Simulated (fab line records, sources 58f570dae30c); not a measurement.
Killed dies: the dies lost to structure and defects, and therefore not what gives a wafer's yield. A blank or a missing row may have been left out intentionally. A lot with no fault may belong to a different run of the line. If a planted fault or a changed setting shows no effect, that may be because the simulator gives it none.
Comparing a struck lot with a sound one    flow berkeley cmos170    18 out of 331 route steps
Sound: these wafers, L101.1, L101.3, L101.5. Wafers L109.2, L109.4, L109.5 were the ones struck. The cause is named last.
Each step with rows lists, per side, the tool, then ch with its chambers, then its first start. Under that, the readings that differ: sound wafers    struck wafers    difference of the means    sigmas: that difference in standard deviations of wafers without a fault.
alike: readings whose means differ by less than 2 such deviations, and words and numbers that are the same on both sides. not compared: withheld readings, readings that some wafer has no value for, bounds like >300 that may hide the same value, and numbers for which the record gives no deviation and whose values overlap.
A row with sigmas, a row that says differs or no value, or rows on one side alone: a step with any of these is where the two part. Non-overlapping numbers with no deviation appear without sigmas and do not part them. A reading that every wafer of one side lacks parts them only if that side has two wafers or more.

first, 2 steps without rows for these wafers: UCB170_NLDD_IMPLANT_08; UCB170_NLDD_IMPLANT_09.
UCB170_NLDD_STRIP_10: strips in O2.
  sound on plasma asher-02 ch 1, day 6 21:30; struck on plasma asher-02 ch 0,1, day 8 18:22
  alike: drypump motor current A, oes product au, strip time to endpoint s
  not compared: rf hours counter h
UCB170_NLDD_TW_MEAS_11:
  sound: film metro-01 at day 6 21:36; struck: film metro-01 at day 8 18:29
  alike: NLDD_TW
then, 1 step without rows for these wafers: UCB170_NLDD_CLEAN_12 (cleans in SPM, time 600 s).
UCB170_SPACER_CVD_00: deposits SiO2 from TEOS/O2, target thk 376 nm, time 47 s.
  sound on pecvd-02 ch 0,1, day 6 21:50; struck on pecvd-04 ch 0,1,2, day 8 18:43
  alike: heater power w, pressure mtorr, susceptor temp C
UCB170_SPACER_THK_MEAS_01:
  sound: film metro-03 at day 6 21:53; struck: film metro-03 at day 8 18:46
  alike: SPACER_TEOS_THK
then, 1 step without rows for these wafers: UCB170_SPACER_ANNEAL_02 (time 1800 s).
UCB170_SPACER_ETCHBACK_03: etches SiO2 in CHF3/CF4/Ar, stops on Si, target depth 376 nm, time 100 s.
  sound on rie diel-01 ch 0,3, day 7 03:00; struck on rie diel-01 ch 0,1,3, day 9 00:47
  alike: drypump motor current A, oes product au, throttle valve pct
  not compared: rf hours counter h
then, 3 steps without rows for these wafers: UCB170_PSD_HMDS_00 (prime time 60 s); UCB170_PSD_COAT_01 (resist thk 900 nm); UCB170_PSD_SOFTBAKE_02 (time 60 s).
UCB170_PSD_EXPOSE_03: exposes mask PSELECT MOD, target cd 1200 nm.
  sound on krf scanner-01 ch 0, day 7 03:48; struck on krf scanner-01 ch 0, day 9 01:19
reading                      sound                    struck                difference  sigmas
model.PSD.overlay x nm (nm)  -0.2913 -0.2913 -0.2913  -164.8 -164.8 -164.8  -164.5      
  alike: mask
then, 2 steps without rows for these wafers: UCB170_PSD_PEB_04; UCB170_PSD_DEVELOP_05 (develop time 45 s).
UCB170_PSD_CD_MEAS_06 targets a cd of 1200 nm.
  sound: cd sem-01 at day 7 04:34; struck: cd sem-01 at day 9 01:43
  alike: cd nm
UCB170_PSD_OVL_MEAS_07:
  sound: overlay-02 at day 7 04:41; struck: overlay-02 at day 9 02:01
reading       sound  struck          difference  sigmas
PSD_OVL (nm)  4 8 3  -167 -170 -162  -171        -31
  not compared: hold
UCB170_M3_PROBE_99:
  the record has rows for the struck wafers here (prober-01, day 10 12:53) and none for the sound ones

## WHERE THEY PART
Last at UCB170_M3_PROBE_99 as far as this record goes, first at UCB170_PSD_OVL_MEAS_07.

WHY: what had been put in by the simulator
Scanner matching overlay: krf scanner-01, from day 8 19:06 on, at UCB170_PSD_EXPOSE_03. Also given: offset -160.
